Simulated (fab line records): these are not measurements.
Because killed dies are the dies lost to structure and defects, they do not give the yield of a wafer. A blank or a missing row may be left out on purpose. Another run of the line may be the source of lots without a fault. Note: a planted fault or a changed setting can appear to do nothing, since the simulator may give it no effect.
A single fault, viewed from 2 desks :: flow rit-cmos :: each desk holds nothing but its own numbers, with what lay behind them at the end

## METROLOGY DESK
Means of the sampled wafers that have a number, per lot and without regard to the tool the lot ran on: this is what the gauges read. The brackets show how far a lot's mean lies from the usual mean; more than 4 standard deviations puts the lot out of limits, marked OUT.
Columns: A = NWELL_TW at RIT_NWELL_TW_MEAS_10, usual 2141; B = M1_OVL at RIT_M1_OVL_MEAS_10, usual -0.7 nm
lot: L141
first seen here: day 2 05:44
A: 2136
B: -2.3

lot: L142
first seen here: day 2 07:29
A: 2140
B: -0.2

lot: L149
first seen here: day 3 15:09
A: 2119
B: 0.7

lot: L151
first seen here: day 4 00:07
A: 2126
B: -1.7

lot: L153
first seen here: day 4 10:40
A: 2166
B: -0.6

lot: L154
first seen here: day 4 15:48
A: 2141
B: -1.9

lot: L156
first seen here: day 5 01:28
A: 2143
B: -0.3

lot: L160
first seen here: day 5 22:51
A: 2109
B: -1.5

lot: L161
first seen here: day 6 03:49
A: 2131
B: -0.3

lot: L162
first seen here: day 6 11:31
A: 2157
B: -0.5

lot: L163
first seen here: day 6 18:55
A: 2123
B: 0.0

lot: L164
first seen here: day 7 00:13
A: 2156
B: -1.5
This desk's verdict: no lot among the 12 shows anything out of limits.

## DESK OF THE TOOL OWNER: litho-track-02
At RIT_NLDD_HARDBAKE_07 (time 60 s), the tool's own readings, given per lot that ran on this tool as the mean of the sampled wafers with a number. The brackets show how far a lot's mean lies from the usual mean; more than 4 standard deviations puts the lot out of limits, marked OUT.
Columns: A = heater-power-total-W at RIT_NLDD_HARDBAKE_07, usual 62.54 W; B = plate-temp-C at RIT_NLDD_HARDBAKE_07, usual 139.99 C
lot: L142
first seen here: day 3 04:41
A: 62.49
B: 139.73

lot: L149
first seen here: day 4 10:55
A: 65.93 (+68) OUT
B: 145.68 (+33) OUT

lot: L151
first seen here: day 4 21:17
A: 65.93 (+68) OUT
B: 145.94 (+35) OUT

lot: L161
first seen here: day 7 07:50
A: 62.48
B: 139.86
Finding of this desk: L149, L151 out of limits; the first was L149 at day 4 10:55, on heater-power-total-W at RIT_NLDD_HARDBAKE_07. L142, L161 stayed within limits.

## BROUGHT TOGETHER
The tool owner's desk could have raised an alarm at day 4 10:55, on L149, L151.
Metrology desk: nothing out of limits seen.
The metrology desk holds a record of L149, L151, inside its limits.
RIT_NLDD_HARDBAKE_07 was run on litho-track-02 by each of the lots named.

## WHAT THE SIMULATOR PUT IN
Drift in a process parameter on litho-track-02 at RIT_NLDD_HARDBAKE_07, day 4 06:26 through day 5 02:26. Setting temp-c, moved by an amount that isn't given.
Lots struck among those shown: L149, L151.
How many hours passed from the start of the fault until each desk's first out-of-limits reading: the tool owner's desk, 4.
